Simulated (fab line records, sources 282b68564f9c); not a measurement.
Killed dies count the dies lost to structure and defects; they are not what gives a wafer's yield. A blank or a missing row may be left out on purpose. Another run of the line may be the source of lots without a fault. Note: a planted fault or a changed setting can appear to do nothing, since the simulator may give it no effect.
Which tool is to blame? ; flow rit-cmos ; Sampling: 15 lots, 45 wafers, 6 of 202 route steps

== WHAT EACH GAUGE READ, for each wafer ==
RIT_GATE_THK_MEAS_09.
lot;measured;on;GATE_POLY_THK (nm)
L779;day 2 11:47;film-metro-04;247.6 246.4 249.1
L781;day 2 22:23;film-metro-04;250.5 251.9 251.6
L782;day 3 02:53;film-metro-04;247.3 244.9 248.2
L783;day 3 07:03;film-metro-02;249.1 248.2 247.9
L784;day 3 13:29;film-metro-03;248.0 244.8 244.4
L787;day 4 04:28;film-metro-04;251.3 250.8 252.3
L788;day 4 08:25;film-metro-02;244.7 247.4 246.8
L789;day 4 14:04;film-metro-04;249.4 250.0 250.5
L790;day 4 17:44;film-metro-04;187.2 190.0 185.1
L791;day 5 01:41;film-metro-04;185.3 187.7 184.4
L792;day 5 08:13;film-metro-02;184.6 184.5 183.2
L795;day 5 20:58;film-metro-02;252.1 247.2 250.3
L797;day 6 05:09;film-metro-02;247.7 246.5 245.8
L800;day 7 00:52;film-metro-02;247.2 247.2 245.1
L801;day 7 02:28;film-metro-03;244.6 245.9 245.7

RIT_PLDD_OVL_MEAS_06.
lot;measured;on;PLDD_OVL (nm)
L779;day 2 19:04;overlay-02;1.5 0.9 0.5
L781;day 3 05:28;overlay-02;-1.2 -1.1 0.4
L782;day 3 10:06;overlay-01;-0.8 -0.8 -1.5
L783;day 3 13:56;overlay-02;-1.7 -2.7 -3.3
L784;day 3 20:33;overlay-01;-1.0 -2.3 -2.2
L787;day 4 11:37;overlay-01;-3.4 -4.2 -3.1
L788;day 4 15:29;overlay-02;-2.6 -1.8 -2.3
L789;day 4 21:11;overlay-02;0.9 -0.2 0.1
L790;day 5 01:37;overlay-01;-1.1 -1.1 0.7
L791;day 5 08:56;overlay-01;-2.3 -3.2 -2.7
L792;day 5 16:10;overlay-01;-1.4 -3.8 -2.1
L795;day 6 04:10;overlay-01;-3.3 -2.3 -3.3
L797;day 6 12:24;overlay-01;-0.8 -2.7 -1.9
L800;day 7 08:41;overlay-01;1.3 1.1 2.3
L801;day 7 10:41;overlay-01;-5.5 -4.9 -5.2

RIT_NSD_OVL_MEAS_06.
lot;measured;on;NSD_OVL (nm)
L779;day 2 23:15;overlay-01;1.4 1.0 0.0
L781;day 3 09:23;overlay-01;-2.6 -2.4 -3.1
L782;day 3 14:10;overlay-02;-0.9 -0.3 0.6
L783;day 3 17:53;overlay-01;0.5 -0.6 -1.5
L784;day 4 00:43;overlay-01;-0.3 0.4 0.9
L787;day 4 15:37;overlay-01;0.8 -1.5 -0.9
L788;day 4 21:11;overlay-01;0.2 -1.9 -1.8
L789;day 5 02:10;overlay-02;1.1 1.0 1.4
L790;day 5 05:40;overlay-01;-1.8 -2.4 -0.7
L791;day 5 12:58;overlay-01;0.6 0.9 -1.1
L792;day 5 20:05;overlay-02;-0.2 1.6 1.1
L795;day 6 08:13;overlay-01;-0.1 -0.5 -1.2
L797;day 6 16:31;overlay-02;-0.9 -3.2 -0.4
L800;day 7 12:40;overlay-01;-3.7 -3.3 -2.7
L801;day 7 14:59;overlay-01;0.6 -1.6 -0.3

RIT_PSD_TW_MEAS_10.
lot;measured;on;PSD_TW
L779;day 3 01:21;film-metro-04;3493 3461 3471
L781;day 3 11:20;film-metro-01;3386 3394 3403
L782;day 3 16:05;film-metro-03;3432 3472 3459
L783;day 3 19:58;film-metro-01;3389 3405 3391
L784;day 4 02:46;film-metro-03;3485 3487 3471
L787;day 4 17:41;film-metro-01;3413 3398 3412
L788;day 4 23:15;film-metro-04;3427 3431 3456
L789;day 5 04:14;film-metro-03;3486 3466 3491
L790;day 5 07:35;film-metro-04;3428 3462 3447
L791;day 5 15:02;film-metro-04;3437 3433 3449
L792;day 5 22:08;film-metro-01;3433 3424 3405
L795;day 6 10:10;film-metro-03;3451 3465 3467
L797;day 6 18:36;film-metro-04;3449 3448 3456
L800;day 7 14:48;film-metro-03;3459 3473 3455
L801;day 7 17:01;film-metro-01;3408 3407 3420

== WHICH TOOL RAN EACH LOT (tool, then ch and the chambers of the sampled wafers, then the start) ==
lot;RIT_GATE_CVD_08;RIT_GATE_ETCH_19
L779;lpcvd-01 ch 1, day 2 10:09;rie-si-01 ch 0,3, day 2 13:07
L781;lpcvd-01 ch 0, day 2 20:45;rie-si-01 ch 0,1,2, day 2 23:43
L782;lpcvd-01 ch 1, day 3 01:17;rie-si-02 ch 0,1,3, day 3 04:12
L783;lpcvd-02 ch 1, day 3 05:26;rie-si-01 ch 1,2, day 3 08:16
L784;lpcvd-02 ch 1, day 3 11:53;rie-si-02 ch 0,2, day 3 14:43
L787;lpcvd-02 ch 1, day 4 02:50;rie-si-01 ch 0,2,3, day 4 05:43
L788;lpcvd-02 ch 1, day 4 06:47;rie-si-02 ch 2,3, day 4 09:37
L789;lpcvd-01 ch 0, day 4 11:38;rie-si-01 ch 0,1,2, day 4 15:23
L790;lpcvd-02 ch 1, day 4 16:07;rie-si-02 ch 0,1,3, day 4 18:57
L791;lpcvd-02 ch 1, day 5 00:04;rie-si-01 ch 2,3, day 5 02:58
L792;lpcvd-02 ch 0, day 5 06:34;rie-si-02 ch 0,1, day 5 09:24
L795;lpcvd-01 ch 1, day 5 19:19;rie-si-01 ch 0,2, day 5 22:13
L797;lpcvd-01 ch 0, day 6 03:32;rie-si-01 ch 0,1, day 6 06:29
L800;lpcvd-01 ch 1, day 6 23:14;rie-si-02 ch 0,1,3, day 7 02:11
L801;lpcvd-01 ch 0, day 7 00:51;rie-si-01 ch 0,1,3, day 7 03:41
- RIT_GATE_CVD_08: deposits poly-Si from SiH4, target thk 250 nm, time 2220 s.
- RIT_GATE_ETCH_19: etches poly-Si in SF6/CHF3/O2, stops on SiO2, time 165 s, target depth 312.5 nm.

== WHAT THE TOOLS THEMSELVES READ (means of the sampled wafers that have a number; where no wafer has one, the mark that the record gives instead) ==
RIT_GATE_CVD_08.
lot;tool;susceptor-temp-C (C)
L779;lpcvd-01;609.99
L781;lpcvd-01;610.09
L782;lpcvd-01;609.96
L783;lpcvd-02;610.13
L784;lpcvd-02;609.88
L787;lpcvd-02;609.98
L788;lpcvd-02;609.99
L789;lpcvd-01;609.97
L790;lpcvd-02;609.77
L791;lpcvd-02;609.50
L792;lpcvd-02;609.95
L795;lpcvd-01;609.97
L797;lpcvd-01;610.00
L800;lpcvd-01;610.03
L801;lpcvd-01;609.98

RIT_GATE_ETCH_19.
lot;tool;drypump-motor-current-A (A);oes-product-au (a.u.);throttle-valve-pct (%)
L779;rie-si-01;6.1;0.870;10.26
L781;rie-si-01;5.8;0.863;10.11
L782;rie-si-02;5.8;0.836;10.23
L783;rie-si-01;5.7;0.852;10.17
L784;rie-si-02;5.1;0.829;10.34
L787;rie-si-01;6.1;0.868;10.18
L788;rie-si-02;5.7;0.821;10.31
L789;rie-si-01;5.8;0.856;10.11
L790;rie-si-02;5.8;0.692;10.23
L791;rie-si-01;6.1;0.709;10.23
L792;rie-si-02;5.2;0.695;10.25
L795;rie-si-01;6.0;0.853;10.11
L797;rie-si-01;5.8;0.844;10.06
L800;rie-si-02;5.8;0.840;10.23
L801;rie-si-01;5.9;0.841;10.19

== THE ANSWER, worked out from the rows above alone ==
Rule: usual is defined by the lots themselves. Put in order of their means at a reading, lots are off if they are a third of the lots or fewer, leave a main group of 4 or more, and stand apart from it by a gap of 3 or more times the standard deviation of the main group's means; of several such gaps the widest counts. If all means in a main group match to the digits the tables above print for the reading, that group is not used. A lot without any number at a reading at which 4 lots or more have one is off too. The other lots that the step has rows for count as sound. After the gauges, taken in route order, come the tools' own readings; for these a lot's mean is taken, as printed above. At the first step where some lot is off, the reading lying furthest off is the one used; lots without a number count as furthest.
Off: L790, L791, L792, at RIT_GATE_THK_MEAS_09 (GATE_POLY_THK). Mean 248.0 nm and standard deviation 2.1 in the main group.
A tool fits if, at a process step before that reading, it ran every lot that is off, and no sound lot after the first of them. The gauges at RIT_GATE_THK_MEAS_09 aren't tried: what is off there is off at RIT_GATE_ETCH_19 too, on other tools, and a gauge's error can't cause that. One candidate fits, namely lpcvd-02 at RIT_GATE_CVD_08. A fault onset in the window from L788 (day 4 06:47, its last sound lot) to L790 (day 4 16:07, its first lot off) fits.

== WHAT THE SIMULATOR HAD INSERTED ==
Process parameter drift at RIT_GATE_CVD_08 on lpcvd-02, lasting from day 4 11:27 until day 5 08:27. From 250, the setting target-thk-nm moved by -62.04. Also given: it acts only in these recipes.
Shown lots that were struck: L790, L791, L792. The same result came from the rule above.
